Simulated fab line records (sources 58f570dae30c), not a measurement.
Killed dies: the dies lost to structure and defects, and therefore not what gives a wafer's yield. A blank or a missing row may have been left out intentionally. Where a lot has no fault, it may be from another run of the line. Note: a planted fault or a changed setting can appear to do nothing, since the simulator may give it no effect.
Matching of chambers + flow berkeley_cmos170 + cmp-02 running UCB170_V2_CMP_02: 4 sister chambers
The step polishes SiO2. 16 wafers are shown with their chamber, then 8 later ones without.

## WAFERS, EACH WITH ITS CHAMBER
| wafer  | chamber | motor_current_A (A) |
|--------|---------|---------------------|
| L436.1 | 2       | 17.0                |
| L436.3 | 1       | 16.9                |
| L436.4 | 0       | 13.8                |
| L437.1 | 0       | 13.6                |
| L437.2 | 2       | 15.8                |
| L437.6 | 2       | 16.8                |
| L442.2 | 2       | 17.9                |
| L442.5 | 3       | 13.2                |
| L442.6 | 0       | 14.1                |
| L443.1 | 3       | 12.7                |
| L443.3 | 2       | 16.8                |
| L443.6 | 2       | 17.3                |
| L448.2 | 3       | 13.2                |
| L448.4 | 2       | 16.9                |
| L448.5 | 3       | 12.8                |
| L450.1 | 1       | 16.2                |

SIGNATURES (means of the wafers above)
| reading         | chamber 0 | chamber 1 | chamber 2 | chamber 3 | scatter within a chamber |
|-----------------|-----------|-----------|-----------|-----------|--------------------------|
| motor_current_A | 13.833    | 16.550    | 16.929    | 12.975    | 0.498                    |
Rule: a wafer lies at a distance from a chamber equal to the root of the sum of squares, over the readings, of (its reading less the chamber's mean, divided by the reading's scatter). If the next closest chamber is less than 2 further off than the closest, the wafer can't be placed; otherwise it belongs to the closest. The scatter: take each reading less its chamber's mean, square it, sum over the shown wafers, divide by the number of wafers less the number of chambers, and take the root.

## WAFERS WITHOUT THEIR CHAMBER
| wafer  | motor_current_A (A) |
|--------|---------------------|
| L450.3 | 12.9                |
| L450.5 | 16.6                |
| L455.3 | 18.0                |
| L455.5 | 16.6                |
| L455.6 | 14.3                |
| L457.1 | 13.1                |
| L457.4 | 13.6                |
| L457.6 | 13.4                |

## CHAMBER TAKEN BY EACH
| wafer  | from the rows above     | in truth |
|--------|-------------------------|----------|
| L450.3 | can't be placed: 3 or 0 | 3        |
| L450.5 | can't be placed: 1 or 2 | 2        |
| L455.3 | can't be placed: 2 or 1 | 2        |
| L455.5 | can't be placed: 1 or 2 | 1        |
| L455.6 | can't be placed: 0 or 3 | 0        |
| L457.1 | can't be placed: 3 or 0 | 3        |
| L457.4 | can't be placed: 0 or 3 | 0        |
| L457.6 | can't be placed: 3 or 0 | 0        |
Correct placement for 0 of the 8. Cannot be placed on the basis of these rows: 8; the candidates contain the true chamber in 8. Wrongly placed: 0.
